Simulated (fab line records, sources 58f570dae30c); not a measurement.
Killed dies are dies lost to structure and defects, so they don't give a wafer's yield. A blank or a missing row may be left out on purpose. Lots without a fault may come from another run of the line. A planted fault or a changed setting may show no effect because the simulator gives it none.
Problem report in the 8D (eight disciplines) form, filled by code | flow berkeley_cmos170 | the parts of the form that need people (team, actions taken, sign-off) are left out

1. THE PROBLEM
heater_power_total_W at UCB170_PVT_SOFTBAKE_02 reads a mean of 62.18 W on 9 wafers of 3 lots; wafers without a fault read 56.80 W with a standard deviation of 0.04. That is +99 or more standard deviations from the usual mean.
The step: time 60 s.
First seen on wafer L356.1, day 7 10:49, on litho_track-04. The record holds 45 wafers of 15 lots with a number at this step. Rule for "out", or "out of limits": more than 4 standard deviations from the usual mean. The other wafers with a number count as sound.

2. WHAT IT IS AND WHAT IT IS NOT
question                    | is                                 | is not
which readings at this step | heater_power_total_W, run_length_s | -
which lots                  | L356, L357, L360                   | L352, L353, L354, L355, L361, L364, L366, L370, L371, L372, L373, L375
which wafers of those lots  | all that have a number             | -
read on which tools         | litho_track-04                     | litho_track-01, litho_track-03
when                        | from day 7 10:49                   | up to then (6 sound wafers); but 30 sound wafers of L352, L355, L361, L364, L366, L370, L371, L372, L373, L375 came after

3. SUSPECTS, AND WHAT RULES EACH OUT
Counting: a tool at a process step up to the reading stays a suspect if it ran every lot that is out and no sound lot after the first of them.
- litho_track-04 at UCB170_PVT_SOFTBAKE_02 (time 60 s): kept. It ran every lot that is out, first L356 (day 7 10:49), and no sound lot after that; its last sound lot up to then is L353 (day 7 04:41). Its own readings are out on those wafers: heater_power_total_W, run_length_s.
Left after counting: litho_track-04 at UCB170_PVT_SOFTBAKE_02.

4. THE CAUSE (what the simulator had put in)
Process parameter drift: litho_track-04, from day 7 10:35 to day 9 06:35, at UCB170_PVT_SOFTBAKE_02. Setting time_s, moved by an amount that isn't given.
Counting left only this tool.

5. THE CHAIN OF EFFECTS, in route order
Each row: a reading whose mean over the struck wafers that have a number lies more than 3 standard deviations from the usual. Only readings for which the record gives a usual standard deviation are gone through. hours: the time from each lot's start at the first step in this table that gives one to its start at this step, as a median over the lots. sigmas: the change in usual standard deviations.
hours | step                   | reading              | usual   | on struck wafers | change | sigmas
0     | UCB170_PVT_SOFTBAKE_02 | heater_power_total_W | 56.80 W | 62.18            | +5.38  | +99 or more
0     | UCB170_PVT_SOFTBAKE_02 | run_length_s         | 89.04 s | 73.10            | -15.94 | -89
The process steps in it:
- UCB170_PVT_SOFTBAKE_02: time 60 s.
Later measuring or inspecting steps at which every struck wafer that the step has a row for has a number for every such reading, and none has moved that far: UCB170_GATE_THK_MEAS_02.

6. WHAT WOULD HAVE CAUGHT IT SOONER
In this record the first reading out of limits was taken at day 7 10:49, 0 hours after the fault began at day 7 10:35.
